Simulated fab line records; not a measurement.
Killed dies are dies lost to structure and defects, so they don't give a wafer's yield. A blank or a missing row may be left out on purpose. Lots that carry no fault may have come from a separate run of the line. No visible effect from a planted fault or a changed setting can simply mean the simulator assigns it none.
Which tool did it? + flow berkeley cmos170 + 15 lots with 44 wafers sampled at 4 steps, on a route of 331 steps

## WHAT THE GAUGES SHOWED, per wafer
UCB170_PLDD_OVL_MEAS_07. Usual: for PLDD_OVL the level is 0 nm and the standard deviation is 4.5.
| lot  | measured     | on         | PLDD_OVL (nm) | flag |
|------|--------------|------------|---------------|------|
| L397 | day 7 06:20  | overlay-01 | 6 2 2         |      |
| L398 | day 7 16:18  | overlay-01 | -3 -2 -9      |      |
| L399 | day 7 16:01  | overlay-02 | -3 3 -1       |      |
| L400 | day 8 04:43  | overlay-01 | 6 3 2         |      |
| L401 | day 8 05:16  | overlay-02 | -1 -5 -4      |      |
| L402 | day 8 05:10  | overlay-01 | -4 -7 -7      |      |
| L403 | day 8 20:35  | overlay-01 | 2 1 -3        |      |
| L404 | day 8 19:52  | overlay-01 | -4 -4 2       |      |
| L407 | day 9 05:55  | overlay-01 | -8 -4 5       |      |
| L409 | day 9 22:59  | overlay-02 | 2 -4 -6       |      |
| L411 | day 10 13:17 | overlay-02 | -2 3 -5       |      |
| L412 | day 10 13:47 | overlay-02 | -2 -1 -4      |      |
| L413 | day 10 13:35 | overlay-02 | -4 0          |      |
| L419 | day 11 17:59 | overlay-01 | 5 1 -2        |      |
| L420 | day 11 18:17 | overlay-01 | 5 -4 0        |      |

UCB170_M2_CD_MEAS_15: the cd target is 700 nm. Usual: cd nm 699.7 nm, standard deviation 1.1.
| lot  | measured     | on        | cd nm (nm)        | flag |
|------|--------------|-----------|-------------------|------|
| L397 | day 8 13:07  | cd sem-02 | 698.1 697.1 699.7 |      |
| L398 | day 8 22:05  | cd sem-01 | 700.3 699.3 700.3 |      |
| L399 | day 8 21:16  | cd sem-02 | 701.6 701.8 702.5 |      |
| L400 | day 9 10:08  | cd sem-02 | 698.8 698.7 699.5 |      |
| L401 | day 9 11:40  | cd sem-01 | 701.0 701.4 701.1 |      |
| L402 | day 9 12:31  | cd sem-02 | 699.6 699.6 699.3 |      |
| L403 | day 10 00:58 | cd sem-01 | 697.3 698.4 698.0 |      |
| L404 | day 10 01:14 | cd sem-02 | 698.9 699.3 699.5 |      |
| L407 | day 10 10:39 | cd sem-02 | 697.9 698.7 699.1 |      |
| L409 | day 11 05:02 | cd sem-02 | 699.5 699.5 699.6 |      |
| L411 | day 11 21:58 | cd sem-01 | 698.4 699.3 698.9 |      |
| L412 | day 11 22:40 | cd sem-02 | 699.5 699.2 700.3 |      |
| L413 | day 11 22:23 | cd sem-02 | 700.1 699.2       |      |
| L419 | day 12 23:26 | cd sem-01 | 700.2 699.8 699.7 |      |
| L420 | day 13 01:53 | cd sem-01 | 700.4 700.2 700.4 |      |

## EACH LOT AND THE TOOL THAT RAN IT (in order: tool; ch and the chambers of the sampled wafers; start)
| lot  | UCB170_FIELD_WET_ETCH_04       | UCB170_SILICIDE_RTA_04           |
|------|--------------------------------|----------------------------------|
| L397 | wet bench-04 ch 3, day 5 07:23 | rtp anneal-02 ch 0, day 7 20:08  |
| L398 | wet bench-03 ch 3, day 5 16:05 | rtp anneal-01 ch 0, day 8 08:05  |
| L399 | wet bench-03 ch 1, day 5 16:05 | rtp anneal-02 ch 0, day 8 07:26  |
| L400 | wet bench-03 ch 3, day 6 00:32 | rtp anneal-02 ch 0, day 8 19:52  |
| L401 | wet bench-03 ch 3, day 6 08:41 | rtp anneal-01 ch 0, day 8 21:10  |
| L402 | wet bench-03 ch 0, day 6 08:41 | rtp anneal-02 ch 0, day 8 20:43  |
| L403 | wet bench-03 ch 1, day 6 22:42 | rtp anneal-02 ch 0, day 9 09:56  |
| L404 | wet bench-03 ch 2, day 6 22:42 | rtp anneal-02 ch 0, day 9 10:32  |
| L407 | wet bench-04 ch 3, day 7 14:58 | rtp anneal-02 ch 0, day 9 20:34  |
| L409 | wet bench-02 ch 1, day 8 07:36 | rtp anneal-01 ch 0, day 10 13:34 |
| L411 | wet bench-03 ch 2, day 8 18:10 | rtp anneal-02 ch 0, day 11 03:52 |
| L412 | wet bench-03 ch 3, day 8 18:10 | rtp anneal-02 ch 0, day 11 04:33 |
| L413 | wet bench-03 ch 1, day 8 18:10 | rtp anneal-01 ch 0, day 11 04:21 |
| L419 | wet bench-02 ch 1, day 9 22:03 | rtp anneal-01 ch 0, day 12 09:27 |
| L420 | wet bench-02 ch 2, day 9 22:03 | rtp anneal-01 ch 0, day 12 10:37 |
- UCB170_FIELD_WET_ETCH_04: etches SiO2 in dHF, time 60 s.
- UCB170_SILICIDE_RTA_04: time 15 s.

## WHAT THE TOOLS THEMSELVES READ (means of the sampled wafers that have a number; where no wafer has one, the mark that the record gives instead)
UCB170_SILICIDE_RTA_04. Usual: anneal temp c max 654.4, standard deviation 1.7; lamp power pct 10.88 %, standard deviation 0.25; wafer_temp_C_max 653.1, standard deviation 0.76.
| lot  | tool          | anneal temp c max | lamp power pct (%) | wafer_temp_C_max | flag |
|------|---------------|-------------------|--------------------|------------------|------|
| L397 | rtp anneal-02 | 656.3             | 11.09              | 653.2            |      |
| L398 | rtp anneal-01 | 652.4             | 10.58              | 653.9            |      |
| L399 | rtp anneal-02 | 657.5             | 11.10              | 653.2            |      |
| L400 | rtp anneal-02 | 655.2             | 11.09              | 651.9            |      |
| L401 | rtp anneal-01 | 652.1             | 10.59              | 653.8            |      |
| L402 | rtp anneal-02 | 655.4             | 11.10              | 653.0            |      |
| L403 | rtp anneal-02 | 655.9             | 11.10              | 652.9            |      |
| L404 | rtp anneal-02 | 655.3             | 11.10              | 652.5            |      |
| L407 | rtp anneal-02 | 656.0             | 11.09              | 652.6            |      |
| L409 | rtp anneal-01 | 652.7             | 10.60              | 653.4            |      |
| L411 | rtp anneal-02 | 656.2             | 11.09              | 653.2            |      |
| L412 | rtp anneal-02 | 655.2             | 11.11              | 652.9            |      |
| L413 | rtp anneal-01 | 653.5             | 10.59              | 653.1            |      |
| L419 | rtp anneal-01 | 652.6             | 10.58              | 653.5            |      |
| L420 | rtp anneal-01 | 652.0             | 10.58              | 654.0            |      |

## THE ANSWER, worked out from the rows above alone
Rule: take the mean of a lot's wafers that have a number; if it is more than 3 standard deviations from the usual mean, the lot is off. Also off: a lot with no number at a reading for which 4 or more lots have one. The other lots that the step has rows for count as sound. The gauges are gone through in route order, then the tools' own readings, and for those a lot's mean is taken as printed above. At the first step where some lot is off, the reading lying furthest off is the one used; lots without a number count as furthest.
Nothing can be told from this: no lot is off at any reading shown.

## WHAT THE SIMULATOR PUT IN
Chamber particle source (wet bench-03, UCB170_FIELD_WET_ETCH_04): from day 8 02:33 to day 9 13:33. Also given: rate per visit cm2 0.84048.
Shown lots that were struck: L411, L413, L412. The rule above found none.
